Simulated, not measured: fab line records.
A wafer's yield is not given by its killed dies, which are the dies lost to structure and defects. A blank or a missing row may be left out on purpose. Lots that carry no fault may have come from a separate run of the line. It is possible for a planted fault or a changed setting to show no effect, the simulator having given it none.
Struck lot and sound lot, side by side + flow rit_cmos + 44 out of 202 route steps
Sound: the wafers L355.1, L355.4, L355.5. Wafers L359.1, L359.2, L359.3 were the ones struck. The cause is named last.
At each step with rows: each side's tool, then ch and its chambers, then its first start. Under that, the readings that differ: sound wafers + struck wafers + difference of the means + sigmas: that difference in standard deviations of wafers without a fault.
alike: words and numbers the same on both sides, and readings whose means are apart by under 2 such deviations; not compared: readings that were withheld, readings missing a value for some wafer, numbers with overlapping values and no deviation given by the record, and bounds like >300 which may hide the same value.
The two part at a step that has a row with sigmas, a row that says differs or no value, or rows on one side only. Numbers that have no deviation but don't overlap get no sigmas and don't part them. A reading missing from all wafers of one side parts the sides only when that side holds two or more wafers.

first, 2 steps without rows for these wafers: RIT_NLDD_HARDBAKE_07 (time 60 s); RIT_NLDD_IMPLANT_08.
RIT_NLDD_STRIP_09: strips in O2, time 180 s.
  sound on plasma_asher-04 ch 0,1, day 4 02:32; struck on plasma_asher-01 ch 0,1, day 5 01:30
| reading                     | sound       | struck      | difference | sigmas |
|-----------------------------|-------------|-------------|------------|--------|
| drypump_motor_current_A (A) | 6.5 6.6 6.1 | 5.6 5.1 5.1 | -1.1       | -2     |
  not compared: rf_hours_counter_h
RIT_NLDD_TW_MEAS_10:
  sound on film_metro-03, day 4 02:43; struck on film_metro-03, day 5 01:41
  alike: NLDD_TW
then, 6 steps without rows for these wafers: RIT_PLDD_HMDS_00 (prime time 60 s); RIT_PLDD_COAT_01 (resist thk 1000 nm); RIT_PLDD_SOFTBAKE_02 (time 60 s); RIT_PLDD_EXPOSE_03 (exposes mask M8, target cd 40900 nm); RIT_PLDD_PEB_04; RIT_PLDD_DEVELOP_05 (develop time 50 s).
RIT_PLDD_OVL_MEAS_06:
  sound on overlay-01, day 4 03:45; struck on overlay-01, day 5 02:38
  alike: PLDD_OVL
then, 1 step without rows for these wafers: RIT_PLDD_HARDBAKE_07 (time 60 s).
RIT_PLDD_IMPLANT_08:
  sound on implanter-03 ch 0, day 4 03:56; struck on implanter-03 ch 0, day 5 02:56
RIT_PLDD_STRIP_09: strips in O2, time 180 s.
  sound on plasma_asher-03 ch 0, day 4 04:05; struck on plasma_asher-01 ch 0,1, day 5 03:05
  alike: drypump_motor_current_A
  not compared: rf_hours_counter_h
RIT_PLDD_TW_MEAS_10:
  sound on film_metro-02, day 4 04:16; struck on film_metro-02, day 5 03:16
| reading | sound          | struck         | difference | sigmas |
|---------|----------------|----------------|------------|--------|
| PLDD_TW | 2337 2334 2335 | 2265 2185 2333 | -74        | -7     |
then, 4 steps without rows for these wafers: RIT_SPACER_CLEAN_00 (cleans in SC1, time 600 s); RIT_SPACER_CLEAN_01 (cleans in dHF, time 30 s); RIT_SPACER_CLEAN_02 (cleans in SC2, time 600 s); RIT_SPACER_CVD_03 (deposits Si3N4 from SiH2Cl2/NH3, target thk 250 nm, time 3300 s).
RIT_SPACER_THK_MEAS_04:
  sound on film_metro-01, day 4 06:38; struck on film_metro-03, day 5 05:36
| reading                 | sound             | struck            | difference | sigmas |
|-------------------------|-------------------|-------------------|------------|--------|
| SPACER_NITRIDE_THK (nm) | 245.1 245.1 246.9 | 251.3 251.0 252.7 | +6.0       | +2     |
RIT_SPACER_ETCHBACK_05: etches Si3N4 in SF6/CHF3, stops on SiO2, target depth 250 nm, time 240 s.
  sound on rie_diel-02 ch 0,2, day 4 06:42; struck on rie_diel-04 ch 0,1,2, day 5 05:40
  alike: drypump_motor_current_A, oes_product_au, throttle_valve_pct
  not compared: rf_hours_counter_h
then, 6 steps without rows for these wafers: RIT_NSD_HMDS_00 (prime time 60 s); RIT_NSD_COAT_01 (resist thk 1000 nm); RIT_NSD_SOFTBAKE_02 (time 60 s); RIT_NSD_EXPOSE_03 (exposes mask M9, target cd 40700 nm); RIT_NSD_PEB_04; RIT_NSD_DEVELOP_05 (develop time 50 s).
RIT_NSD_OVL_MEAS_06:
  sound on overlay-01, day 4 07:49; struck on overlay-01, day 5 06:40
  alike: NSD_OVL
then, 2 steps without rows for these wafers: RIT_NSD_HARDBAKE_07 (time 60 s); RIT_NSD_IMPLANT_08.
RIT_NSD_STRIP_09: strips in O2, time 180 s.
  sound on plasma_asher-03 ch 1, day 4 08:10; struck on plasma_asher-04 ch 0,1, day 5 07:00
  alike: drypump_motor_current_A
  not compared: rf_hours_counter_h
RIT_NSD_TW_MEAS_10:
  sound on film_metro-04, day 4 08:20; struck on film_metro-04, day 5 07:10
  alike: NSD_TW
then, 6 steps without rows for these wafers: RIT_PSD_HMDS_00 (prime time 60 s); RIT_PSD_COAT_01 (resist thk 1000 nm); RIT_PSD_SOFTBAKE_02 (time 60 s); RIT_PSD_EXPOSE_03 (exposes mask M10, target cd 40900 nm); RIT_PSD_PEB_04; RIT_PSD_DEVELOP_05 (develop time 50 s).
RIT_PSD_OVL_MEAS_06:
  sound on overlay-01, day 4 09:14; struck on overlay-02, day 5 08:14
| reading      | sound          | struck      | difference | sigmas |
|--------------|----------------|-------------|------------|--------|
| PSD_OVL (nm) | -3.5 -3.2 -2.5 | 1.0 0.4 1.9 | +4.2       | +3     |
then, 2 steps without rows for these wafers: RIT_PSD_HARDBAKE_07 (time 60 s); RIT_PSD_IMPLANT_08.
RIT_PSD_STRIP_09: strips in O2, time 180 s.
  sound on plasma_asher-01 ch 0,1, day 4 09:35; struck on plasma_asher-01 ch 0,1, day 5 08:34
  alike: drypump_motor_current_A
  not compared: rf_hours_counter_h
RIT_SDANNEAL_RS_MEAS_06: uses a four-point probe to measure.
  sound on film_metro-03, day 4 10:29; struck on film_metro-03, day 5 09:28
| reading          | sound             | struck            | difference | sigmas |
|------------------|-------------------|-------------------|------------|--------|
| PLDD_RS (ohm/sq) | 178.2 178.1 178.7 | 181.8 183.3 181.2 | +3.8       | +7     |
RIT_M1_PROBE_99:
  sound on prober-01, day 4 17:28; struck on prober-02, day 5 16:45
| reading                              | sound               | struck               | difference | sigmas |
|--------------------------------------|---------------------|----------------------|------------|--------|
| model.etest.pmos_turned.r_on_ohm_um  | 3358 3408 3447      | 2710 2606 2858       | -680       |        |
| model.etest.pmos_0p15.r_on_ohm_um    | 2746 2790 2785      | 2608 2545 2645       | -174       |        |
| model.etest.pmos_turned.drive_ua_um  | 193.7 194.5 187.3   | 265.4 279.2 250.3    | +73.1      |        |
| model.etest.pmos_0p15.drive_ua_um    | 254.8 256.5 254.7   | 276.9 284.4 274.6    | +23.3      |        |
| model.etest.pmos_0p15.off_log10_a_um | -10.42 -10.5 -10.48 | -9.843 -9.573 -9.826 | +0.719     |        |
  alike: killed_at_contacts, killed_at_front_end, killed_dies, killed_open, killed_short
  not compared: model.etest.pmos_0p3.r_on_ohm_um, model.etest.pmos_0p3.drive_ua_um, model.etest.pmos_0p15.swing_mv_dec

== WHERE THEY PART ==
First at RIT_NLDD_STRIP_09; last, within this record, at RIT_SDANNEAL_RS_MEAS_06. Later steps at which nothing parts them and some readings are alike: RIT_M1_PROBE_99.

WHY: whatever the simulator had introduced
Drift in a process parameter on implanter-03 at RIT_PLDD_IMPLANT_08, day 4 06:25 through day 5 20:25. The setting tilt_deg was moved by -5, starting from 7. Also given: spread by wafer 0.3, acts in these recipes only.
